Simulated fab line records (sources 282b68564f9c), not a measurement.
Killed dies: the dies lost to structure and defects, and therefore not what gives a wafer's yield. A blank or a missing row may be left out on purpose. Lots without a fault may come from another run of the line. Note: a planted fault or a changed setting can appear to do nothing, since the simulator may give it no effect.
The tool behind it: which one? -- flow rit_cmos -- 14 lots with 42 wafers sampled at 2 steps, on a route of 202 steps

WHAT THE GAUGES READ, wafer by wafer
RIT_PLDD_OVL_MEAS_06.
lot,measured,on,PLDD_OVL (nm)
L158,day 2 18:19,overlay-02,-0.4 0.7 0.8
L161,day 3 10:41,overlay-02,2.9 2.2 0.1
L162,day 3 16:29,overlay-02,-2.5 -1.4 -1.0
L164,day 4 00:04,overlay-02,-0.9 -0.1 0.1
L166,day 4 11:47,overlay-02,-0.1 0.7 -0.4
L169,day 5 01:18,overlay-02,-2.7 -0.9 -1.3
L171,day 5 12:05,overlay-02,2.0 0.1 0.3
L174,day 6 03:12,overlay-01,-147.3 -148.1 -146.8
L175,day 6 08:27,overlay-01,-147.3 -148.6 -147.5
L176,day 6 15:07,overlay-02,-0.8 -1.7 -0.5
L178,day 7 04:55,overlay-02,0.8 0.1 -0.3
L179,day 7 07:32,overlay-02,1.6 0.6 0.0
L180,day 7 10:07,overlay-01,-2.7 -3.0 -1.4
L181,day 7 16:36,overlay-02,1.0 1.4 0.3

WHAT TOOL EACH LOT RAN ON (gives the tool, then ch and the chambers of the sampled wafers, and finally the start)
lot,RIT_PLDD_EXPOSE_03
L158,"iline_stepper-01 ch 0, day 2 17:56"
L161,"iline_stepper-01 ch 0, day 3 10:17"
L162,"iline_stepper-02 ch 0, day 3 16:06"
L164,"iline_stepper-01 ch 0, day 3 23:40"
L166,"iline_stepper-02 ch 0, day 4 11:25"
L169,"iline_stepper-01 ch 0, day 5 00:54"
L171,"iline_stepper-01 ch 0, day 5 11:43"
L174,"iline_stepper-02 ch 0, day 6 02:49"
L175,"iline_stepper-02 ch 0, day 6 08:03"
L176,"iline_stepper-01 ch 0, day 6 14:43"
L178,"iline_stepper-01 ch 0, day 7 04:32"
L179,"iline_stepper-01 ch 0, day 7 07:08"
L180,"iline_stepper-01 ch 0, day 7 09:43"
L181,"iline_stepper-01 ch 0, day 7 16:13"
- RIT_PLDD_EXPOSE_03: exposes mask M8, target cd 40900 nm.

WHAT THE TOOLS THEMSELVES READ (means of the sampled wafers that have a number; where no wafer has one, the mark that the record gives instead)
The record holds no such reading with a usual standard deviation.

THE ANSWER, worked out from the rows above alone
Rule: the lots themselves supply what counts as usual. The widest of any qualifying gaps counts: lots, ordered by their means at a reading, are off when they make up no more than a third of the lots, leave a main group of 4 or more, and stand apart from it by 3 or more times the standard deviation of that group's means. A main group is skipped when, at the precision printed for the reading in the tables above, its means are all equal. A lot without any number at a reading at which 4 lots or more have one is off too. Where the step has rows for the other lots, those lots are counted as sound. The gauges are gone through in route order, then the tools' own readings, and for those a lot's mean is taken as printed above. The first step at which some lot is off is used, and at that step the reading that is off furthest; a lot without a number counts as furthest.
Off: L174, L175, at RIT_PLDD_OVL_MEAS_06 (PLDD_OVL). Mean -0.2 nm and standard deviation 1.2 in the main group.
A tool fits if, at a process step before that reading, it ran every lot that is off, and no sound lot after the first of them. The gauges at RIT_PLDD_OVL_MEAS_06 are tried like those tools. One fits: RIT_PLDD_EXPOSE_03 on iline_stepper-02. Its last sound lot is L166 (day 4 11:25), its first lot that is off L174 (day 6 02:49): a fault that began between those two fits.

WHAT THE SIMULATOR PUT IN
Scanner matching overlay: iline_stepper-02, from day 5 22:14 on, at RIT_PLDD_EXPOSE_03. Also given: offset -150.
Shown lots that were struck: L174, L175. Same finding as the rule above.
